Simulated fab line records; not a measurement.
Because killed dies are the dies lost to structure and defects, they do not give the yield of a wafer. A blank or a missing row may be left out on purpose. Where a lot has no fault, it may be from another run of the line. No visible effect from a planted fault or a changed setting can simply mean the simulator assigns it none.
Which of the tools did it? :: flow berkeley cmos170 :: route of 331 steps, sampled at 1 step: 7 lots, 21 wafers

WHAT EACH GAUGE READ, for each wafer
UCB170_FIELD_THK_MEAS_91.
lot: L221
measured: day 5 14:31
on: film metro-02
FIELD_OXIDE_LEFT_2_THK (nm): 346 355 350

lot: L222
measured: day 5 18:35
on: film metro-02
FIELD_OXIDE_LEFT_2_THK (nm): 378 362 366

lot: L229
measured: day 7 18:34
on: film metro-02
FIELD_OXIDE_LEFT_2_THK (nm): 340 352 343

lot: L234
measured: day 8 14:06
on: film metro-02
FIELD_OXIDE_LEFT_2_THK (nm): 361 357 347

lot: L237
measured: day 9 04:29
on: film metro-03
FIELD_OXIDE_LEFT_2_THK (nm): 360 352 356

lot: L239
measured: day 9 19:41
on: film metro-02
FIELD_OXIDE_LEFT_2_THK (nm): 355 359 364

lot: L241
measured: day 10 04:02
on: film metro-03
FIELD_OXIDE_LEFT_2_THK (nm): 360 370 357

WHICH TOOL RAN EACH LOT (tool, then ch and the chambers of the sampled wafers, then the start)
Before these readings, the record contains no process step.

THE ANSWER, worked out from the rows above alone
Rule: the usual values come from the lots themselves. Put in order of their means at a reading, lots are off if they are a third of the lots or fewer, leave a main group of 4 or more, and stand apart from it by a gap of 3 or more times the standard deviation of the main group's means; of several such gaps the widest counts. A main group is skipped when, at the precision printed for the reading in the tables above, its means are all equal. A lot without any number at a reading at which 4 lots or more have one is off too. Any other lot the step has rows for is counted as sound.
None of the lots is off at any reading shown; this tells nothing.

WHAT WAS PUT IN BY THE SIMULATOR
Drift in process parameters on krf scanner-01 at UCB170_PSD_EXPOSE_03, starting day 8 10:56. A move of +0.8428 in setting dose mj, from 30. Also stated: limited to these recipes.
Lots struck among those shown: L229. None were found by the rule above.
